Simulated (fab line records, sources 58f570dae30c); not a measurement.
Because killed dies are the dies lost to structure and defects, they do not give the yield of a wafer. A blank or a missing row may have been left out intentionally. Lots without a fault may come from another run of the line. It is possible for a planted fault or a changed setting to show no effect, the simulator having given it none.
8D (eight disciplines) problem report, filled in by code ; flow berkeleyCmos170 ; the parts of the form that need people (team, actions taken, sign-off) are left out

== 1. WHAT WENT WRONG ==
M2_AL_RS at UCB170_M2_RS_MEAS_02 reads a mean of 0.0369 ohm/sq on 1 wafer of 1 lot; wafers without a fault read 0.0322 ohm/sq with a standard deviation of 0.00037. That is +13 standard deviations from the usual mean.
The step: measures by four-point-probe.
First seen on wafer L658.2, day 10 11:27, on filmMetro-03. Wafers with a number at this step in the record: 36, from 12 lots. Rule for "out" (also "out of limits"): further than 4 standard deviations from the usual mean. The rest of the wafers with a number are treated as sound.

== 2. WHAT IT IS; WHAT IT IS NOT ==
question;is;is not
which readings at this step;M2_AL_RS;-
which lots;L658;L649, L650, L651, L652, L659, L664, L666, L668, L669, L671, L672
which wafers of those lots;L658.2;L658.3, L658.5
read on which gauges;filmMetro-03;filmMetro-01, filmMetro-02
when;from day 10 11:27;"up to then (14 sound wafers); but 21 sound wafers of L659, L664, L666, L668, L669, L671, L672 came after"

== 3. WHAT RULES OUT EACH SUSPECT ==
Counting: any tool at a process step up to the reading remains a suspect provided it ran every lot that is out. Sound lots after the first of them don't rule it out here, since some wafers of a struck lot are sound.
- the gauge at UCB170_M2_RS_MEAS_02: ruled out. All the wafers that are out were read on filmMetro-03, but those of them that UCB170_M2_METAL_ETCH_18 has rows for are out there too, on other tools.
- lithoTrack-03 at UCB170_NVT_SOFTBAKE_02 (time 61.51 s): kept. The lot that is out, L658, ran on it at day 8 11:46; the last sound lot it ran before that was L651, at day 7 05:37.
- plasmaAsher-01 at UCB170_NVT_STRIP_08 (strips in O2): kept. The lot that is out, L658, ran on it at day 8 12:38; the last sound lot it ran before that was L651, at day 7 06:28.
- pvdSputter-03 at UCB170_M2_SPUTTER_01 (material Al, target thk 900 nm, time 120 s): kept. The lot that is out, L658, ran on it at day 10 11:20; the last sound lot it ran before that was L651, at day 9 09:08.
lithoTrack-03 at UCB170_NVT_SOFTBAKE_02, plasmaAsher-01 at UCB170_NVT_STRIP_08 and pvdSputter-03 at UCB170_M2_SPUTTER_01 are what is left after counting.

== 4. THE CAUSE (what the simulator had put in) ==
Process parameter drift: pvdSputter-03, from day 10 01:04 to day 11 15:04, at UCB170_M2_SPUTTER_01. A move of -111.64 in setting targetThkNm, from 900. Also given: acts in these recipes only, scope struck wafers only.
3 suspects survive the count, and this tool is in that group.

== 5. THE CHAIN OF EFFECTS, in route order ==
One row per reading whose mean, taken over the struck wafers that have a number, lies over 3 standard deviations from the usual. Scope: only readings with a usual standard deviation given in the record; hours: median across lots of the time from each lot's start at the first step in this table that gives one to its start at this step; sigmas: change in usual standard deviations.
hours;step;reading;usual;on struck wafers;change;sigmas
0;UCB170_M2_RS_MEAS_02;M2_AL_RS;0.0322 ohm/sq;0.0369;+0.0047;+13
0;UCB170_M2_THK_MEAS_03;M2_AL_THK;903 nm;795;-108;-11
2;UCB170_M2_METAL_ETCH_18;oesProductAu;0.860 a.u.;0.813;-0.047;-4.3
It contains these process steps:
- UCB170_M2_METAL_ETCH_18: etches Al in Cl2/BCl3, stops on SiO2, target depth 1170 nm, time 195 s.

== 6. HOW IT WOULD HAVE BEEN CAUGHT EARLIER ==
In this record the first reading out of limits at a measuring or inspecting step was taken at day 10 11:27, 10 hours after the fault began at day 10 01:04.
An alarm limit of 4 standard deviations would not have fired on the tool readings at UCB170_M2_SPUTTER_01 for which the record gives a usual standard deviation, since none of them was out on any struck wafer.
The start of UCB170_M2_SPUTTER_01 on pvdSputter-03 came by day 10 11:27 for every one of the lots that are out (1). Holding the tool at that point would not have protected any of them.
